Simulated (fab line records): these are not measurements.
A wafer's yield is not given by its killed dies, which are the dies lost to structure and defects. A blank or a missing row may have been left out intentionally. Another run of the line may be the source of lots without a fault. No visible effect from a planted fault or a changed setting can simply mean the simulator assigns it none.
Which tool is to blame? + flow berkeley cmos170 + Sampling: 14 lots, 42 wafers, 4 of 331 route steps

== WHAT THE GAUGES READ, wafer by wafer ==
UCB170_PWELL_TW_MEAS_17. Usual: for PWELL_TW the level is 381 and the standard deviation is 4.2.
| lot  | measured    | on            | PWELL_TW    | flag |
|------|-------------|---------------|-------------|------|
| L747 | day 2 21:53 | film metro-02 | 378 377 377 |      |
| L748 | day 3 03:11 | film metro-02 | 377 376 376 |      |
| L749 | day 3 06:08 | film metro-04 | 382 385 384 |      |
| L750 | day 3 22:34 | film metro-03 | 378 378 379 |      |
| L752 | day 4 03:26 | film metro-03 | 379 382 381 |      |
| L754 | day 4 07:52 | film metro-03 | 379 379 380 |      |
| L757 | day 5 04:14 | film metro-04 | 382 384 384 |      |
| L758 | day 5 04:28 | film metro-02 | 375 375 377 |      |
| L756 | day 5 04:42 | film metro-03 | 381 381 379 |      |
| L759 | day 5 11:52 | film metro-02 | 374 375 377 |      |
| L763 | day 6 10:09 | film metro-04 | 387 386 385 |      |
| L765 | day 6 20:25 | film metro-03 | 380 380 381 |      |
| L767 | day 7 06:47 | film metro-04 | 388 388 386 |      |
| L770 | day 7 22:15 | film metro-02 | 377 377 376 |      |

UCB170_PVT_OVL_MEAS_06. Usual: for PVT_OVL the level is -1 nm and the standard deviation is 5.4.
| lot  | measured     | on         | PVT_OVL (nm) | flag |
|------|--------------|------------|--------------|------|
| L747 | day 5 13:38  | overlay-02 | 2 -9 -2      |      |
| L748 | day 5 20:16  | overlay-02 | 0 0 4        |      |
| L749 | day 5 20:32  | overlay-01 | -5 -1 -9     |      |
| L750 | day 6 06:02  | overlay-02 | 7 2 6        |      |
| L752 | day 6 22:03  | overlay-01 | 7 -4 4       |      |
| L754 | day 7 04:41  | overlay-01 | -3 -9 -1     |      |
| L757 | day 8 04:41  | overlay-01 | 5 5 3        |      |
| L758 | day 7 11:32  | overlay-02 | -1 -4 0      |      |
| L756 | day 7 11:48  | overlay-01 | -2 -3 -3     |      |
| L759 | day 8 04:09  | overlay-01 | -5 -5 -2     |      |
| L763 | day 9 03:08  | overlay-01 | 2 2 -2       |      |
| L765 | day 9 14:08  | overlay-01 | 4 -2 6       |      |
| L767 | day 10 00:22 | overlay-02 | -12 -9 -2    |      |
| L770 | day 10 11:03 | overlay-01 | 13 3 8       |      |

== WHICH TOOL RAN EACH LOT (tool, then ch and the chambers of the sampled wafers, then the start) ==
| lot  | UCB170_PWELL_ETCH_14              | UCB170_NVT_IMPLANT_07           |
|------|-----------------------------------|---------------------------------|
| L747 | rie diel-02 ch 1,2, day 2 21:31   | implanter-04 ch 0, day 5 11:15  |
| L748 | rie diel-01 ch 0,2, day 3 02:49   | implanter-04 ch 0, day 5 18:46  |
| L749 | rie diel-01 ch 2,3, day 3 05:46   | implanter-01 ch 0, day 5 19:03  |
| L750 | rie diel-04 ch 1,2,3, day 3 22:13 | implanter-01 ch 0, day 6 04:14  |
| L752 | rie diel-02 ch 0,2,3, day 4 03:05 | implanter-04 ch 0, day 6 20:14  |
| L754 | rie diel-04 ch 2,3, day 4 07:30   | implanter-04 ch 0, day 7 02:53  |
| L757 | rie diel-02 ch 0,1,3, day 5 03:52 | implanter-04 ch 0, day 8 01:43  |
| L758 | rie diel-01 ch 1,2, day 5 04:07   | implanter-01 ch 0, day 7 08:58  |
| L756 | rie diel-02 ch 0,3, day 5 04:21   | implanter-01 ch 0, day 7 09:41  |
| L759 | rie diel-01 ch 0,1, day 5 11:30   | implanter-01 ch 0, day 8 01:26  |
| L763 | rie diel-04 ch 1,2, day 6 09:46   | implanter-01 ch 0, day 9 01:00  |
| L765 | rie diel-02 ch 2,3, day 6 20:01   | implanter-01 ch 0, day 9 12:35  |
| L767 | rie diel-04 ch 0,2,3, day 7 06:26 | implanter-04 ch 0, day 9 22:42  |
| L770 | rie diel-01 ch 0,1, day 7 21:54   | implanter-04 ch 0, day 10 09:05 |
- UCB170_PWELL_ETCH_14: etches Si3N4 in CH3F/Ar/O2, stops on SiO2, target depth 242 nm, time 151 s.
- UCB170_NVT_IMPLANT_07

== WHAT THE TOOLS THEMSELVES READ (means of the sampled wafers that have a number; where no wafer has one, the mark that the record gives instead) ==
UCB170_PWELL_ETCH_14. Usual: drypump motor current A 5.7 A, standard deviation 0.38; oes product au 0.950 a.u., standard deviation 0.014; throttle valve pct 8.04 %, standard deviation 0.16.
| lot  | tool        | drypump motor current A (A) | oes product au (a.u.) | throttle valve pct (%) | flag |
|------|-------------|-----------------------------|-----------------------|------------------------|------|
| L747 | rie diel-02 | 5.3                         | 0.958                 | 7.97                   |      |
| L748 | rie diel-01 | 5.6                         | 0.939                 | 8.08                   |      |
| L749 | rie diel-01 | 5.6                         | 0.945                 | 8.06                   |      |
| L750 | rie diel-04 | 5.7                         | 0.951                 | 8.11                   |      |
| L752 | rie diel-02 | 5.8                         | 0.954                 | 8.09                   |      |
| L754 | rie diel-04 | 5.7                         | 0.937                 | 8.15                   |      |
| L757 | rie diel-02 | 5.9                         | 0.942                 | 8.10                   |      |
| L758 | rie diel-01 | 5.7                         | 0.948                 | 7.85                   |      |
| L756 | rie diel-02 | 6.2                         | 0.934                 | 8.09                   |      |
| L759 | rie diel-01 | 5.4                         | 0.957                 | 7.93                   |      |
| L763 | rie diel-04 | 5.7                         | 0.948                 | 8.07                   |      |
| L765 | rie diel-02 | 5.6                         | 0.947                 | 8.25                   |      |
| L767 | rie diel-04 | 5.9                         | 0.946                 | 8.13                   |      |
| L770 | rie diel-01 | 5.5                         | 0.954                 | 7.81                   |      |

UCB170_NVT_IMPLANT_07. Usual: dose ions cm2 3e+12, standard deviation 3.3e+09; faraday current uA 9.50, standard deviation 0.19.
| lot  | tool         | dose ions cm2 | faraday current uA | flag |
|------|--------------|---------------|--------------------|------|
| L747 | implanter-04 | 3e+12         | 9.55               |      |
| L748 | implanter-04 | 3e+12         | 9.57               |      |
| L749 | implanter-01 | 3e+12         | 9.43               |      |
| L750 | implanter-01 | 3e+12         | 9.61               |      |
| L752 | implanter-04 | 3e+12         | 9.56               |      |
| L754 | implanter-04 | 3e+12         | 9.62               |      |
| L757 | implanter-04 | 3e+12         | 9.37               |      |
| L758 | implanter-01 | 3e+12         | 9.43               |      |
| L756 | implanter-01 | 3e+12         | 9.43               |      |
| L759 | implanter-01 | 3e+12         | 9.59               |      |
| L763 | implanter-01 | 3e+12         | 9.52               |      |
| L765 | implanter-01 | 3e+12         | 9.42               |      |
| L767 | implanter-04 | 3e+12         | 9.90               |      |
| L770 | implanter-04 | 3e+12         | 10.06              |      |

== THE ANSWER, worked out from the rows above alone ==
Rule: a lot is off if the mean of its wafers that have a number lies more than 3 standard deviations from the usual mean. A lot without any number at a reading at which 4 lots or more have one is off too. All remaining lots with rows at the step are treated as sound. After the gauges, taken in route order, come the tools' own readings; for these a lot's mean is taken, as printed above. At the first step where some lot is off, the reading lying furthest off is the one used; lots without a number count as furthest.
Nothing can be told from this: no lot is off at any reading shown.

== WHAT THE SIMULATOR PUT IN ==
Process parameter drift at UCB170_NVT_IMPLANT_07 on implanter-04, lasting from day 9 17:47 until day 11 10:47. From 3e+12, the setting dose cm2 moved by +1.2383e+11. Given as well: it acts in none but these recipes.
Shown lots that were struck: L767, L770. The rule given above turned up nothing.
